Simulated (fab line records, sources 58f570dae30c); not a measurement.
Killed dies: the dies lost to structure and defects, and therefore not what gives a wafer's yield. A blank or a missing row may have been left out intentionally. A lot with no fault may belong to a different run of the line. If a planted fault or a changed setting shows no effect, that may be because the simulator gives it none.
Code-filled problem report in 8D (eight disciplines) form + flow berkeley cmos170 + the parts of the form that need people (team, actions taken, sign-off) are left out

1. WHAT WENT WRONG
Wafers without a fault read 1500.0 rpm, standard deviation 1; spin speed rpm at UCB170_M1_COAT_04 reads a mean of 1434.2 rpm on 6 wafers belonging to 2 lots. Measured from the usual mean, that is -66 standard deviations.
The step: resist thk 900 nm.
First observed at day 10 21:00: wafer L609.2, on litho track-02. The record holds 18 wafers of 6 lots with a number at this step. Rule for "out" (also "out of limits"): further than 4 standard deviations from the usual mean. The rest of the wafers with a number are treated as sound.

2. WHAT IT IS, WHAT IT ISN'T
| question                    | is                     | is not                                                                   |
|-----------------------------|------------------------|--------------------------------------------------------------------------|
| which readings at this step | spin speed rpm         | chill plate temp C                                                       |
| which lots                  | L609, L614             | L602, L610, L617, L618                                                   |
| which wafers of those lots  | all that have a number | -                                                                        |
| read on which tools         | litho track-02         | litho track-01                                                           |
| when                        | from day 10 21:00      | up to then (6 sound wafers); but 6 sound wafers of L617, L618 came after |

3. SUSPECTS, AND WHAT RULES EACH OUT
Counting: a tool at a process step up to the reading stays a suspect if it ran every lot that is out and no sound lot after the first of them.
- plasma asher-02 at UCB170_CONTACT_STRIP_19 (strips in O2): kept. It ran every lot that is out, first L609 (day 10 20:52), and no sound lot after that.
- litho track-02 at UCB170_M1_COAT_04 (resist thk 900 nm): kept. Every lot that is out went through it, starting with L609 (day 10 21:00), and after that it ran no sound lot; the last sound lot it ran before then is L610 (day 10 13:00). Its own spin speed rpm readings are out on those wafers.
What counting leaves: plasma asher-02 at UCB170_CONTACT_STRIP_19 and litho track-02 at UCB170_M1_COAT_04.

4. THE CAUSE (what the simulator had put in)
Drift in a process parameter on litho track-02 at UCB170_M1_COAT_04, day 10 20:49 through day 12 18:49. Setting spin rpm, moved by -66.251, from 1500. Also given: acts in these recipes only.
After counting, 2 suspects remain, this tool included.

5. SEQUENCE OF EFFECTS, ordered by route
Each row: a reading where the mean over the struck wafers with a number is more than 3 standard deviations away from the usual. Only readings whose record carries a usual standard deviation are examined. hours: median over the lots of the time between each lot's start at the first step of this table that gives one and its start at this step. sigmas: the change, counted in usual standard deviations.
| hours | step              | reading        | usual      | on struck wafers | change | sigmas |
|-------|-------------------|----------------|------------|------------------|--------|--------|
| 0     | UCB170_M1_COAT_04 | spin speed rpm | 1500.0 rpm | 1434.2           | -65.8  | -66    |
The process steps in it:
- UCB170_M1_COAT_04: resist thk 900 nm.
Later steps that measure or inspect, where all struck wafers having a row at the step show a number for every such reading and not one has moved that far: UCB170_M1_CD_MEAS_09, UCB170_M1_OVL_MEAS_10.

6. WHAT WOULD HAVE CAUGHT IT SOONER
In this record no reading fell out of limits until day 10 21:00, 0 hours after the fault had begun at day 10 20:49.
